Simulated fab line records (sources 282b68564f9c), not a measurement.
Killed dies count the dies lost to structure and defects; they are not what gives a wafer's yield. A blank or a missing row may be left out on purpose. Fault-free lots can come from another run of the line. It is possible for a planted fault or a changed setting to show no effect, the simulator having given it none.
Which tool was responsible? + flow rit-cmos + Sampling: 14 lots, 42 wafers, 3 of 202 route steps

WHAT THE GAUGES READ, wafer by wafer
RIT_ACTIVE_CD_MEAS_11 targets a cd of 1400 nm.
| lot  | measured    | on        | cd-nm (nm)           |
|------|-------------|-----------|----------------------|
| L117 | day 2 01:11 | cd-sem-02 | 1400.8 1398.8 1398.6 |
| L118 | day 2 05:46 | cd-sem-02 | 1403.1 1403.1 1402.9 |
| L119 | day 2 11:25 | cd-sem-01 | 1399.7 1400.5 1401.1 |
| L120 | day 2 15:36 | cd-sem-02 | 1399.5 1400.8 1400.1 |
| L121 | day 2 21:13 | cd-sem-02 | 1398.2 1397.2 1398.0 |
| L122 | day 3 01:34 | cd-sem-02 | 1398.1 1398.7 1398.1 |
| L123 | day 3 06:28 | cd-sem-01 | 1394.9 1392.8 1395.8 |
| L125 | day 3 17:50 | cd-sem-01 | 1404.1 1403.3 1404.1 |
| L130 | day 4 19:02 | cd-sem-02 | 1400.2 1401.7 1398.9 |
| L131 | day 4 22:28 | cd-sem-02 | 1401.3 1398.9 1398.0 |
| L132 | day 5 04:32 | cd-sem-02 | 1400.7 1399.4 1401.6 |
| L133 | day 5 08:57 | cd-sem-01 | 1399.6 1400.6 1401.8 |
| L136 | day 5 23:26 | cd-sem-02 | 1397.1 1396.1 1395.4 |
| L137 | day 6 04:35 | cd-sem-01 | 1398.1 1398.4 1398.0 |

RIT_NRETRO_TW_MEAS_10.
| lot  | measured    | on            | NRETRO_TW      |
|------|-------------|---------------|----------------|
| L117 | day 2 17:07 | film-metro-04 | 1046 1048 1041 |
| L118 | day 2 21:28 | film-metro-02 | 1035 1039 1036 |
| L119 | day 3 03:22 | film-metro-02 | 1038 1035 1040 |
| L120 | day 3 06:34 | film-metro-02 | 1041 1033 1038 |
| L121 | day 3 12:29 | film-metro-01 | 1026 1030 1024 |
| L122 | day 3 17:50 | film-metro-04 | 1062 1057 1055 |
| L123 | day 4 00:03 | film-metro-02 | 1036 1036 1037 |
| L125 | day 4 11:19 | film-metro-01 | 1026 1034 1032 |
| L130 | day 5 13:33 | film-metro-04 | 222 223 223    |
| L131 | day 5 16:00 | film-metro-01 | 231 228 225    |
| L132 | day 5 20:51 | film-metro-04 | 1062 1057 1056 |
| L133 | day 6 01:46 | film-metro-01 | 1026 1013 1024 |
| L136 | day 6 14:19 | film-metro-02 | 1049 1053 1045 |
| L137 | day 6 20:54 | film-metro-01 | 1018 1018 1021 |

WHAT TOOL EACH LOT RAN ON (gives the tool, then ch and the chambers of the sampled wafers, and finally the start)
| lot  | RIT_NRETRO_DEVELOP_05            |
|------|----------------------------------|
| L117 | litho-track-02 ch 0, day 2 16:00 |
| L118 | litho-track-04 ch 0, day 2 20:00 |
| L119 | litho-track-03 ch 0, day 3 02:00 |
| L120 | litho-track-03 ch 0, day 3 05:00 |
| L121 | litho-track-02 ch 0, day 3 11:00 |
| L122 | litho-track-04 ch 0, day 3 17:00 |
| L123 | litho-track-04 ch 0, day 3 23:00 |
| L125 | litho-track-03 ch 0, day 4 10:00 |
| L130 | litho-track-02 ch 0, day 5 12:00 |
| L131 | litho-track-02 ch 0, day 5 15:00 |
| L132 | litho-track-03 ch 0, day 5 20:00 |
| L133 | litho-track-04 ch 0, day 6 01:00 |
| L136 | litho-track-04 ch 0, day 6 13:00 |
| L137 | litho-track-04 ch 0, day 6 20:00 |
- RIT_NRETRO_DEVELOP_05: develop time 68 s.

WHAT THE TOOLS THEMSELVES READ (means of the sampled wafers that have a number; where no wafer has one, the mark that the record gives instead)
RIT_NRETRO_DEVELOP_05.
| lot  | tool           | developer-temp-C (C) |
|------|----------------|----------------------|
| L117 | litho-track-02 | 22.94                |
| L118 | litho-track-04 | 22.85                |
| L119 | litho-track-03 | 23.09                |
| L120 | litho-track-03 | 23.04                |
| L121 | litho-track-02 | 22.87                |
| L122 | litho-track-04 | 22.97                |
| L123 | litho-track-04 | 22.89                |
| L125 | litho-track-03 | 23.10                |
| L130 | litho-track-02 | 23.00                |
| L131 | litho-track-02 | 23.03                |
| L132 | litho-track-03 | 23.13                |
| L133 | litho-track-04 | 22.86                |
| L136 | litho-track-04 | 23.00                |
| L137 | litho-track-04 | 23.01                |

THE ANSWER, worked out from the rows above alone
Rule: the usual values come from the lots themselves. The widest of any qualifying gaps counts: lots, ordered by their means at a reading, are off when they make up no more than a third of the lots, leave a main group of 4 or more, and stand apart from it by 3 or more times the standard deviation of that group's means. A main group is skipped when, at the precision printed for the reading in the tables above, its means are all equal. A lot without any number at a reading at which 4 lots or more have one is off too. Any other lot the step has rows for is counted as sound. Order of review: gauges by route order, followed by the tools' own readings, for which a lot's mean as printed above is used. The first step at which some lot is off is used, and at that step the reading that is off furthest; a lot without a number counts as furthest.
Off: at RIT_NRETRO_TW_MEAS_10 (NRETRO_TW), L130, L131. For the main group the mean is 1038 and the standard deviation 12.
A tool fits if, at a process step before that reading, it ran every lot that is off, and no sound lot after the first of them. The gauges at RIT_NRETRO_TW_MEAS_10 are tried like those tools. One fits: RIT_NRETRO_DEVELOP_05 on litho-track-02. A fault onset in the window from L121 (day 3 11:00, its last sound lot) to L130 (day 5 12:00, its first lot off) fits.

WHAT HAD BEEN PUT IN BY THE SIMULATOR
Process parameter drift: litho-track-02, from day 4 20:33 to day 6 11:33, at RIT_NRETRO_DEVELOP_05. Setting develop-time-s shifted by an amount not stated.
Struck lots among those shown: L130, L131. Same finding as the rule above.
